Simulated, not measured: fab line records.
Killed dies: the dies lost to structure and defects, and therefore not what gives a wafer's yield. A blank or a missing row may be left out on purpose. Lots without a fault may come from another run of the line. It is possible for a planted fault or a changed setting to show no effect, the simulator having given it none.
Code-filled problem report in 8D (eight disciplines) form | flow berkeley-cmos170 | the parts of the form that need people (team, actions taken, sign-off) are left out

1. THE ISSUE
M2_AL_RS at UCB170_M2_RS_MEAS_02 reads a mean of 0.0238 ohm/sq on 1 wafer of 1 lot; wafers without a fault read 0.0322 ohm/sq with a standard deviation of 0.00039. Measured from the usual mean, that is -22 standard deviations.
The step: measures by four-point-probe.
Seen first at day 11 07:14 on film-metro-03, wafer L161.6. The record has a number at this step for 39 wafers belonging to 13 lots. Rule for "out", or "out of limits": more than 4 standard deviations from the usual mean. All remaining wafers that have a number are taken as sound.

2. WHAT IT IS, WHAT IT ISN'T
question                    | is                | is not
which readings at this step | M2_AL_RS          | -
which lots                  | L161              | L147, L149, L150, L151, L152, L153, L154, L157, L158, L160, L167, L169
which wafers of those lots  | L161.6            | L161.1, L161.3
read on which gauges        | film-metro-03     | film-metro-02, film-metro-04
when                        | from day 11 07:14 | up to then (32 sound wafers); but 6 sound wafers of L167, L169 came after

3. SUSPECTS, AND WHAT RULES EACH OUT
Counting: if a tool at a process step up to the reading ran every lot that is out, it stays a suspect. Sound lots after the first of them don't rule it out here, since some wafers of a struck lot are sound.
- ruled out: the gauge at UCB170_M2_RS_MEAS_02. All the wafers that are out were read on film-metro-03, but those of them that UCB170_M2_METAL_ETCH_18 has rows for are out there too, on other tools.
- rtp-anneal-01 at UCB170_SILICIDE_RTA_04 (time 15 s): kept. It ran the lot that is out, L161 (day 10 16:13); its last sound lot up to then is L158 (day 9 23:14).
- pvd-sputter-04 at UCB170_M2_SPUTTER_01 (material Al, target thk 900 nm, time 120 s): kept. It ran the lot that is out, L161 (day 11 07:09); its last sound lot up to then is L154 (day 10 01:43).
Remaining after the count are rtp-anneal-01 at UCB170_SILICIDE_RTA_04 and pvd-sputter-04 at UCB170_M2_SPUTTER_01.

4. THE CAUSE (what the simulator had put in)
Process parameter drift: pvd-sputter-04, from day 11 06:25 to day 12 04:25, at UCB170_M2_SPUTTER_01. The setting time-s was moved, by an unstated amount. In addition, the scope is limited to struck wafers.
After counting, 2 suspects remain, this tool included.

5. THE EFFECT CHAIN, in route order
One row per reading whose mean, taken over the struck wafers that have a number, lies over 3 standard deviations from the usual. Only readings for which the record gives a usual standard deviation are gone through. hours: the time from each lot's start at the first step in this table that gives one to its start at this step, as a median over the lots. sigmas: the change in usual standard deviations.
hours | step                    | reading        | usual         | on struck wafers | change  | sigmas
0     | UCB170_M2_RS_MEAS_02    | M2_AL_RS       | 0.0322 ohm/sq | 0.0238           | -0.0084 | -22
0     | UCB170_M2_THK_MEAS_03   | M2_AL_THK      | 919 nm        | 1238             | +319    | +27
2     | UCB170_M2_METAL_ETCH_18 | oes-product-au | 0.858 a.u.    | 1.023            | +0.165  | +10
It contains these process steps:
- UCB170_M2_METAL_ETCH_18: etches Al in Cl2/BCl3, stops on SiO2, target depth 1170 nm, time 195 s.

6. WHAT WOULD HAVE CAUGHT IT SOONER
In this record the first reading out of limits at a measuring or inspecting step was taken at day 11 07:14, 1 hour after the fault began at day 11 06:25.
Tool readings at UCB170_M2_SPUTTER_01 with a usual standard deviation given in the record: none out on any struck wafer, hence no alarm at a limit of 4 standard deviations on them.
All the lots that are out (1) had begun UCB170_M2_SPUTTER_01 on pvd-sputter-04 by day 11 07:14. Tool hold at that time: it would have spared none of them.
